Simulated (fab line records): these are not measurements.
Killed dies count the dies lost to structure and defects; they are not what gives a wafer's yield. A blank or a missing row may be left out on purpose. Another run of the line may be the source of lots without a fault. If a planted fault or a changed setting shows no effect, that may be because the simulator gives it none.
The tool behind it: which one? | flow berkeley cmos170 | Sampling: 7 lots, 21 wafers, 2 of 331 route steps

== WHAT THE GAUGES SHOWED, per wafer ==
UCB170_PWELL_THK_MEAS_06.
lot  | measured    | on            | PWELL_NITRIDE_THK (nm)
L237 | day 3 12:00 | film metro-02 | 219.6 218.6 219.2
L239 | day 4 03:01 | film metro-02 | 220.2 219.4 219.0
L242 | day 4 07:37 | film metro-02 | 219.9 220.5 218.0
L244 | day 4 15:41 | film metro-02 | 222.8 221.9 222.2
L246 | day 5 02:43 | film metro-03 | 219.7 219.5 218.4
L252 | day 6 18:14 | film metro-04 | 294.9 294.4 293.6
L256 | day 7 10:03 | film metro-03 | 218.3 216.6 220.0

== TOOL THAT RAN EACH LOT (tool first, then ch and the chambers of the sampled wafers, then the start) ==
lot  | UCB170_PWELL_CVD_05
L237 | lpcvd-01 ch 1, day 3 09:06
L239 | lpcvd-01 ch 0, day 4 01:04
L242 | lpcvd-01 ch 1, day 4 05:41
L244 | lpcvd-02 ch 1, day 4 13:45
L246 | lpcvd-02 ch 1, day 5 00:47
L252 | lpcvd-02 ch 0, day 6 16:19
L256 | lpcvd-01 ch 0, day 7 08:07
- UCB170_PWELL_CVD_05: deposits Si3N4 from SiH2Cl2/NH3, target thk 220 nm, time 3300 s.

== THE ANSWER, worked out from the rows above alone ==
Rule: what is usual is taken from the lots themselves. Put in order of their means at a reading, lots are off if they are a third of the lots or fewer, leave a main group of 4 or more, and stand apart from it by a gap of 3 or more times the standard deviation of the main group's means; of several such gaps the widest counts. If all means in a main group match to the digits the tables above print for the reading, that group is not used. Also off: a lot with no number at a reading for which 4 or more lots have one. The other lots that the step has rows for count as sound.
Off: L252, at UCB170_PWELL_THK_MEAS_06 (PWELL_NITRIDE_THK). Mean 219.7 nm and standard deviation 1.2 in the main group.
If a tool, at a process step before that reading, ran all the lots that are off and no sound lot after the first of them, it fits. Those tools and the gauges at UCB170_PWELL_THK_MEAS_06 are tried in the same way. 2 tools fit, lpcvd-02 at UCB170_PWELL_CVD_05 and film metro-04 at UCB170_PWELL_THK_MEAS_06, so this cannot tell which one it is.

== WHAT HAD BEEN PUT IN BY THE SIMULATOR ==
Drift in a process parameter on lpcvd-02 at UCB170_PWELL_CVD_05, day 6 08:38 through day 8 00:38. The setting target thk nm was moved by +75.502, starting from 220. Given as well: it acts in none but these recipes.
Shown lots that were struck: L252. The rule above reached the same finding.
